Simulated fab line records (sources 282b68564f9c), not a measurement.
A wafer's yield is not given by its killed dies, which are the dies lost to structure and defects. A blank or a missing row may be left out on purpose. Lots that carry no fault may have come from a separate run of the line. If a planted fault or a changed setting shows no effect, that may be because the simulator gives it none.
Which tool was responsible? -- flow rit_cmos -- Sampling: 13 lots, 39 wafers, 3 of 202 route steps

== WHAT THE GAUGES SHOWED, per wafer ==
RIT_SILICIDE_THK_MEAS_03: measures by xrf.
lot,measured,on,SILICIDE_TI_THK (nm)
L334,day 3 04:47,film_metro-02,29.7 30.3 29.8
L335,day 3 10:20,film_metro-04,29.3 30.0 30.0
L336,day 3 14:47,film_metro-02,30.0 29.9 30.1
L337,day 3 22:16,film_metro-02,29.8 29.8 29.8
L343,day 5 04:24,film_metro-03,29.5 29.5 29.6
L346,day 5 20:13,film_metro-03,30.5 30.6 30.2
L347,day 5 23:18,film_metro-02,29.7 29.1 29.6
L348,day 6 06:10,film_metro-02,29.8 30.2 29.6
L350,day 6 16:22,film_metro-03,29.9 30.4 30.4
L352,day 6 23:33,film_metro-02,29.5 28.7 29.5
L353,day 7 02:37,film_metro-03,29.9 29.8 30.6
L355,day 7 15:00,film_metro-03,29.3 29.7 29.4
L357,day 8 02:53,film_metro-03,28.6 28.3 29.1

== WHICH TOOL RAN EACH LOT (tool, then ch and the chambers of the sampled wafers, then the start) ==
lot,RIT_NSD_STRIP_09,RIT_PSD_COAT_01
L334,"plasma_asher-01 ch 0,1, day 3 01:47","litho_track-04 ch 0, day 3 02:11"
L335,"plasma_asher-01 ch 0,1, day 3 07:27","litho_track-02 ch 0, day 3 07:52"
L336,"plasma_asher-01 ch 0,1, day 3 11:55","litho_track-02 ch 0, day 3 12:18"
L337,"plasma_asher-02 ch 0,1, day 3 19:24","litho_track-04 ch 0, day 3 19:47"
L343,"plasma_asher-02 ch 0,1, day 5 01:14","litho_track-01 ch 0, day 5 01:37"
L346,"plasma_asher-01 ch 0,1, day 5 16:54","litho_track-01 ch 0, day 5 17:25"
L347,"plasma_asher-02 ch 0,1, day 5 20:18","litho_track-01 ch 0, day 5 20:43"
L348,"plasma_asher-02 ch 0, day 6 03:18","litho_track-02 ch 0, day 6 03:41"
L350,"plasma_asher-01 ch 0,1, day 6 13:15","litho_track-04 ch 0, day 6 13:38"
L352,"plasma_asher-04 ch 0,1, day 6 20:43","litho_track-02 ch 0, day 6 21:06"
L353,"plasma_asher-02 ch 0,1, day 6 23:29","litho_track-04 ch 0, day 6 23:52"
L355,"plasma_asher-01 ch 0,1, day 7 12:11","litho_track-02 ch 0, day 7 12:34"
L357,"plasma_asher-04 ch 0,1, day 8 00:00","litho_track-04 ch 0, day 8 00:25"
- RIT_NSD_STRIP_09: strips in O2, time 180 s.
- RIT_PSD_COAT_01: resist thk 1000 nm.

== WHAT THE TOOLS THEMSELVES READ (means of the sampled wafers that have a number; where no wafer has one, the mark that the record gives instead) ==
RIT_NSD_STRIP_09.
lot,tool,drypump_motor_current_A (A)
L334,plasma_asher-01,6.2
L335,plasma_asher-01,6.0
L336,plasma_asher-01,6.0
L337,plasma_asher-02,5.6
L343,plasma_asher-02,5.6
L346,plasma_asher-01,6.2
L347,plasma_asher-02,5.6
L348,plasma_asher-02,5.6
L350,plasma_asher-01,6.0
L352,plasma_asher-04,5.9
L353,plasma_asher-02,5.6
L355,plasma_asher-01,6.2
L357,plasma_asher-04,6.1

RIT_PSD_COAT_01.
lot,tool,spin_speed_rpm (rpm)
L334,litho_track-04,3252.7
L335,litho_track-02,3250.8
L336,litho_track-02,3247.7
L337,litho_track-04,3251.7
L343,litho_track-01,3253.1
L346,litho_track-01,3376.9
L347,litho_track-01,3377.1
L348,litho_track-02,3248.4
L350,litho_track-04,3250.6
L352,litho_track-02,3250.0
L353,litho_track-04,3248.3
L355,litho_track-02,3249.8
L357,litho_track-04,3252.0

== THE ANSWER, worked out from the rows above alone ==
Rule: usual is defined by the lots themselves. The widest of any qualifying gaps counts: lots, ordered by their means at a reading, are off when they make up no more than a third of the lots, leave a main group of 4 or more, and stand apart from it by 3 or more times the standard deviation of that group's means. A main group whose means are all the same, to the digits that the tables above print for the reading, isn't used. A lot without any number at a reading at which 4 lots or more have one is off too. All remaining lots with rows at the step are treated as sound. Order of review: gauges by route order, followed by the tools' own readings, for which a lot's mean as printed above is used. The first step at which some lot is off is used, and at that step the reading that is off furthest; a lot without a number counts as furthest.
Off at RIT_PSD_COAT_01 (spin_speed_rpm): L346, L347. The main group has a mean of 3250.5 rpm with a standard deviation of 1.7.
If a tool, at that step or one of the process steps before it, ran each lot that is off and ran no sound lot following the first of them, it fits. One fits: litho_track-01 at RIT_PSD_COAT_01. Its last sound lot is L343 (day 5 01:37), its first lot that is off L346 (day 5 17:25): a fault that began between those two fits.
The tool's own readings at RIT_PSD_COAT_01 bear it out: on the lots that are off they differ by more than 5 times the standard deviation of the sound lots' means. spin_speed_rpm reads 3377.0 rpm there against 3250.5 rpm on the sound lots.

== WHAT HAD BEEN PUT IN BY THE SIMULATOR ==
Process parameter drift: litho_track-01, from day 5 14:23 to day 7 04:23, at RIT_PSD_COAT_01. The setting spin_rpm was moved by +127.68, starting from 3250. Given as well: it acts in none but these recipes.
Lots struck among those shown: L346, L347. This agrees with what the rule above found.
